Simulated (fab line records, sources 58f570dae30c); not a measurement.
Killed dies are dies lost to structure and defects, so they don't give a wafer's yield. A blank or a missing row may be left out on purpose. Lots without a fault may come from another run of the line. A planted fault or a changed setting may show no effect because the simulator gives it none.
Chamber matching | flow berkeley_cmos170 | UCB170_SPACER_ETCHBACK_03 on rie_diel-01: 4 sister chambers
The step etches SiO2 in CHF3/CF4/Ar, stops on Si, target depth 376 nm, time 100 s. 7 wafers are shown with their chamber, then 7 later ones without.

WAFERS WITH THEIR CHAMBER
wafer  | chamber | throttle_valve_pct (%) | oes_product_au (a.u.)
L906.6 | 0       | 6.39                   | 0.906
L916.3 | 3       | 6.63                   | 0.920
L916.4 | 1       | 6.49                   | 0.895
L916.5 | 2       | 6.59                   | 0.917
L919.4 | 3       | 6.63                   | 0.843
L920.2 | 2       | 6.57                   | 0.907
L920.3 | 1       | 6.49                   | 0.886

WAFERS WITHOUT THEIR CHAMBER
wafer  | throttle_valve_pct (%) | oes_product_au (a.u.)
L920.6 | 6.64                   | 0.922
L922.1 | 6.63                   | 0.907
L922.2 | 6.38                   | 0.873
L922.5 | 6.57                   | 0.907
L927.2 | 6.65                   | 0.904
L927.3 | 6.57                   | 0.901
L927.6 | 6.47                   | 0.886

WHICH CHAMBER EACH WENT THROUGH
wafer  | from the rows above | in truth
L920.6 | 3                   | 3
L922.1 | 3                   | 3
L922.2 | 0                   | 0
L922.5 | 2                   | 2
L927.2 | 3                   | 3
L927.3 | 2                   | 2
L927.6 | 1                   | 1
Placed correctly: 7 of 7. Can't be placed from these rows: 0. Placed wrongly: 0.
How it was worked out, from the rows above alone: a wafer's distance from a chamber is the root of the sum, over the readings, of the square of ((its reading less the chamber's mean) divided by the reading's scatter). The wafer belongs to the nearest chamber; if the next one is less than 2 further off, it can't be placed. A chamber's mean is the mean of its shown wafers. The scatter: the root of (the sum of the squares of (reading less its chamber's mean) over the shown wafers, divided by (wafers less chambers)).
